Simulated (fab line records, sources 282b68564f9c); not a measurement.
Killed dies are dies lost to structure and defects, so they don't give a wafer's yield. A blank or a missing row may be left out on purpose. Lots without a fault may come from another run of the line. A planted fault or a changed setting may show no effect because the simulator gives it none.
Which tool did it? | flow rit_cmos | 13 lots, 39 wafers sampled, at 2 steps of a route of 202

WHAT THE GAUGES READ, wafer by wafer
RIT_CONTACT_THK_MEAS_01. Usual: CONTACT_TEOS_THK 398 nm, standard deviation 5.8.
lot  | measured    | on            | CONTACT_TEOS_THK (nm)   | flag
L804 | day 3 02:41 | film_metro-04 | 391 392 397             |
L806 | day 3 13:33 | film_metro-04 | 394 395 403             |
L807 | day 3 19:50 | film_metro-01 | 395 400 401             |
L813 | day 4 23:27 | film_metro-04 | 395 390 403             |
L815 | day 5 09:55 | film_metro-01 | 410 400 443 410 400 443 | OFF
L816 | day 5 19:29 | film_metro-02 | 390 398 397             |
L817 | day 5 21:29 | film_metro-04 | 398 404 393             |
L820 | day 6 11:07 | film_metro-04 | 391 391 406             |
L822 | day 6 21:59 | film_metro-04 | 400 403 408             |
L823 | day 7 03:14 | film_metro-04 | 403 395 412             |
L825 | day 7 11:28 | film_metro-04 | 393 398 402             |
L826 | day 7 16:59 | film_metro-02 | 403 397 393             |
L827 | day 7 22:31 | film_metro-04 | 397 392 402             |

WHICH TOOL RAN EACH LOT (tool, then ch and the chambers of the sampled wafers, then the start)
lot  | RIT_CONTACT_CVD_00
L804 | pecvd-01 ch 1,2, day 3 02:38
L806 | pecvd-03 ch 0,1,2, day 3 13:30
L807 | pecvd-01 ch 1, day 3 19:45
L813 | pecvd-01 ch 1,2, day 4 23:24
L815 | pecvd-03 ch 0,1,2, day 5 09:51
L816 | pecvd-01 ch 0,2, day 5 19:26
L817 | pecvd-04 ch 0,1, day 5 21:25
L820 | pecvd-04 ch 0,1, day 6 11:03
L822 | pecvd-01 ch 0,1, day 6 21:55
L823 | pecvd-04 ch 0,1, day 7 03:10
L825 | pecvd-01 ch 0,1,2, day 7 11:24
L826 | pecvd-04 ch 0,1,2, day 7 16:55
L827 | pecvd-03 ch 0,1, day 7 22:28
- RIT_CONTACT_CVD_00: deposits SiO2 from TEOS, target thk 400 nm, time 61 s.

WHAT THE TOOLS THEMSELVES READ (means of the sampled wafers that have a number; where no wafer has one, the mark that the record gives instead)
RIT_CONTACT_CVD_00. Usual: heater_power_w 292 W, standard deviation 70; run_length_s 89.0 s, standard deviation 0.45.
lot  | tool     | heater_power_w (W) | run_length_s (s) | flag
L804 | pecvd-01 | 264                | 88.6             |
L806 | pecvd-03 | 266                | 89.2             |
L807 | pecvd-01 | 207                | 88.8             |
L813 | pecvd-01 | 253                | 88.6             |
L815 | pecvd-03 | 264                | 91.0             | OFF
L816 | pecvd-01 | 302                | 89.0             |
L817 | pecvd-04 | 282                | 88.7             |
L820 | pecvd-04 | 249                | 88.8             |
L822 | pecvd-01 | 272                | 89.1             |
L823 | pecvd-04 | 293                | 88.9             |
L825 | pecvd-01 | 270                | 88.9             |
L826 | pecvd-04 | 365                | 88.6             |
L827 | pecvd-03 | 283                | 89.7             |

THE ANSWER, worked out from the rows above alone
Rule: a lot is off if the mean of its wafers that have a number lies more than 3 standard deviations from the usual mean. A lot without any number at a reading at which 4 lots or more have one is off too. The other lots that the step has rows for count as sound. The gauges are gone through in route order, then the tools' own readings, and for those a lot's mean is taken as printed above. The first step at which some lot is off is used, and at that step the reading that is off furthest; a lot without a number counts as furthest.
Off: L815, at RIT_CONTACT_THK_MEAS_01 (CONTACT_TEOS_THK).
A tool fits if, at a process step before that reading, it ran every lot that is off, and no sound lot after the first of them. The gauges at RIT_CONTACT_THK_MEAS_01 aren't tried: what is off there is off at RIT_CONTACT_CVD_00 too, on other tools, and a gauge's error can't cause that. None of those tried fits.

WHAT THE SIMULATOR HAD PUT IN
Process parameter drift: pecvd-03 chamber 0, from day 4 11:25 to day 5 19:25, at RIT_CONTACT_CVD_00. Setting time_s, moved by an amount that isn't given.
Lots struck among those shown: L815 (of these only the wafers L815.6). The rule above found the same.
